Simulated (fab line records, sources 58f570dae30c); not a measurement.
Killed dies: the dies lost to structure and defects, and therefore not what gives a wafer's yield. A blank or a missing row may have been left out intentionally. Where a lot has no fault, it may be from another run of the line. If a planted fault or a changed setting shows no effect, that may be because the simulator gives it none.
Split-lot experiment | flow berkeley cmos170 | 23 wafers read across 5 lots, on a route 331 steps long

== SPLIT DETAILS ==
At UCB170_FIELD_OXIDATION_01 (target thk 558.3 nm, ox time 7200 s), the setting temp c was moved away from the recipe's 1000 C on 10 of the 23 wafers read, by +1.3% to +1.4%. The other wafers ran this setting at the recipe's value.

The reading is taken at the split's own step.

== THE READING ==
SiO2_of_FIELD_OXIDATION_01.thk nm (the simulator's own value, which no gauge read), in nm, at UCB170_FIELD_OXIDATION_01 (target thk 558.3 nm, ox time 7200 s). The file does not state a usual value for it. Here, 13 wafers ran the recipe; their average is 556.4 nm with a standard deviation of 12 nm.

wafer  | tool, chamber at the split | temp c as run, C | against the recipe | SiO2_of_FIELD_OXIDATION_01.thk nm, nm | against lot-mates on the recipe
L078.1 | -, -                       | 1014             | +1.4%              | 594.9                                 | no lot-mate on the recipe
L078.2 | -, -                       | 1014             | +1.4%              | 601.9                                 | no lot-mate on the recipe
L078.4 | -, -                       | 1014             | +1.4%              | 600.8                                 | no lot-mate on the recipe
L078.5 | -, -                       | 1014             | +1.4%              | 599.8                                 | no lot-mate on the recipe
L078.6 | -, -                       | 1014             | +1.4%              | 615.8                                 | no lot-mate on the recipe
L079.1 | furnace-01, 0              | 1000             | recipe             | 573.1                                 | -
L079.3 | furnace-01, 0              | 1000             | recipe             | 563.6                                 | -
L079.4 | furnace-01, 0              | 1000             | recipe             | 575                                   | -
L081.1 | -, -                       | 1013             | +1.3%              | 590.8                                 | no lot-mate on the recipe
L081.2 | -, -                       | 1013             | +1.3%              | 588.9                                 | no lot-mate on the recipe
L081.4 | -, -                       | 1013             | +1.3%              | 594                                   | no lot-mate on the recipe
L081.5 | -, -                       | 1013             | +1.3%              | 601.1                                 | no lot-mate on the recipe
L081.6 | -, -                       | 1013             | +1.3%              | 593.5                                 | no lot-mate on the recipe
L083.1 | -, -                       | 1000             | recipe             | 544.1                                 | -
L083.2 | -, -                       | 1000             | recipe             | 545.3                                 | -
L083.3 | -, -                       | 1000             | recipe             | 537                                   | -
L083.4 | -, -                       | 1000             | recipe             | 541.9                                 | -
L083.6 | -, -                       | 1000             | recipe             | 548.2                                 | -
L084.1 | -, -                       | 1000             | recipe             | 563.5                                 | -
L084.2 | -, -                       | 1000             | recipe             | 560.1                                 | -
L084.4 | -, -                       | 1000             | recipe             | 556                                   | -
L084.5 | -, -                       | 1000             | recipe             | 563.7                                 | -
L084.6 | -, -                       | 1000             | recipe             | 561.7                                 | -

THE FIT
A straight line over all 23 wafers: SiO2_of_FIELD_OXIDATION_01.thk nm changes by +31.1 nm for each +1% of temp c; r = +0.91; the points scatter about the line by 10 nm.
Too few moved wafers with a lot-mate on the recipe to fit a line net of each lot's own level.

== THE FILE'S OWN FIT ==
SiO2_of_FIELD_OXIDATION_01.thk nm changes by +31.1 nm for each +1% of temp c, r = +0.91.
